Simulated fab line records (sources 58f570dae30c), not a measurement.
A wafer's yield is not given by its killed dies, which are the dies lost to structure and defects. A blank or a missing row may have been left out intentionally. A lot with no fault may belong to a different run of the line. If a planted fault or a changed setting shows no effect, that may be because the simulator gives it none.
The same fault as seen by 2 desks || flow berkeley cmos170 || numbers are kept per desk, each desk with only its own; the story behind them comes last

## DESK OF THE TOOL OWNER: implanter-01
The tool's own readings at UCB170_NLDD_IMPLANT_08, given as means over the sampled wafers that have a number, one for each lot that went through this tool. The brackets show how far a lot's mean lies from the usual mean; more than 4 standard deviations puts the lot out of limits, marked OUT.
Columns: A = beam on s at UCB170_NLDD_IMPLANT_08, usual 10.00 s; B = faraday current uA at UCB170_NLDD_IMPLANT_08, usual 159
{"lot": "L588", "first seen here": "day 8 05:22", "A": 9.80, "B": 162}
{"lot": "L591", "first seen here": "day 9 00:21", "A": 9.87, "B": 161}
{"lot": "L590", "first seen here": "day 9 00:43", "A": 9.98, "B": 159}
{"lot": "L593", "first seen here": "day 9 01:11", "A": 10.05, "B": 158}
{"lot": "L596", "first seen here": "day 9 05:05", "A": 10.04, "B": 158}
{"lot": "L600", "first seen here": "day 10 08:05", "A": 10.00, "B": 159}
{"lot": "L602", "first seen here": "day 10 19:52", "A": "14.29 (+21) OUT", "B": "111 (-15) OUT"}
{"lot": "L603", "first seen here": "day 11 04:53", "A": "14.18 (+21) OUT", "B": "112 (-15) OUT"}
This desk's finding: out of limits on L602, L603; first on L602, day 10 19:52 (beam on s at UCB170_NLDD_IMPLANT_08). L588, L591, L590, L593, L596, L600 stayed within limits.

## AT THE METROLOGY DESK
Lot by lot, what the gauges showed, no matter which tool ran the lot: averages of those sampled wafers that carry a number. The brackets show how far a lot's mean lies from the usual mean; more than 4 standard deviations puts the lot out of limits, marked OUT.
Columns: A = PVT_OVL at UCB170_PVT_OVL_MEAS_06, usual -1 nm; B = NLDD_TW at UCB170_NLDD_TW_MEAS_11, usual 2218; C = cd nm at UCB170_PSD_CD_MEAS_06, usual 1200.1 nm; D = NLDD_RS at UCB170_SDANNEAL_RS_MEAS_05, usual 616.0 ohm/sq
{"lot": "L586", "first seen here": "day 6 18:07", "A": 7, "B": 2226, "C": 1200.3, "D": 615.4}
{"lot": "L588", "first seen here": "day 7 09:26", "A": -10, "B": 2223, "C": 1200.2, "D": 618.7}
{"lot": "L591", "first seen here": "day 8 03:46", "A": 4, "B": 2216, "C": 1198.2, "D": 614.9}
{"lot": "L594", "first seen here": "day 8 03:46", "A": -7, "B": 2180, "C": 1199.5, "D": 616.9}
{"lot": "L590", "first seen here": "day 8 04:02", "A": -1, "B": 2228, "C": 1201.0, "D": 615.6}
{"lot": "L593", "first seen here": "day 8 04:19", "A": -2, "B": 2231, "C": 1200.4, "D": 616.3}
{"lot": "L596", "first seen here": "day 8 11:26", "A": -2, "B": 2214, "C": 1198.6, "D": 617.1}
{"lot": "L598", "first seen here": "day 9 00:08", "A": -1, "B": 2213, "C": 1200.2, "D": 616.7}
{"lot": "L600", "first seen here": "day 9 10:07", "A": 11, "B": 2216, "C": 1198.9, "D": 615.3}
{"lot": "L601", "first seen here": "day 9 11:19", "A": -7, "B": 2227, "C": 1200.6, "D": 613.8}
{"lot": "L602", "first seen here": "day 9 23:14", "A": 6, "B": "2331 (+6.6) OUT", "C": 1200.4, "D": "539.2 (-55) OUT"}
{"lot": "L603", "first seen here": "day 10 12:28", "A": -8, "B": "2343 (+7.4) OUT", "C": 1200.5, "D": "540.8 (-54) OUT"}
{"lot": "L605", "first seen here": "day 10 13:05", "A": -7, "B": 2235, "C": 1199.2, "D": 615.1}
{"lot": "L604", "first seen here": "day 10 13:37", "A": -6, "B": 2235, "C": 1199.1, "D": 615.4}
Per this desk, out of limits: L602, L603; the first was L602, day 10 20:15 (NLDD_TW at UCB170_NLDD_TW_MEAS_11). L586, L588, L591, L594, L590, L593, L596, L598, L600, L601, L605, L604 stayed within limits.

## ALL TOGETHER
The tool owner's desk had the chance to raise an alarm at day 10 19:52 on L602, L603.
L602, L603 would have let the metrology desk raise an alarm at day 10 20:15.
Of the lots named, all ran UCB170_NLDD_IMPLANT_08 on implanter-01.

## WHAT HAD BEEN PUT IN BY THE SIMULATOR
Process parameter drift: implanter-01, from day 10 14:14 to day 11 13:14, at UCB170_NLDD_IMPLANT_08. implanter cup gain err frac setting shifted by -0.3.
Struck lots among those shown: L602, L603.
Hours from the fault's start to each desk's first reading out of limits: the tool owner's desk, 6; the metrology desk, 6.
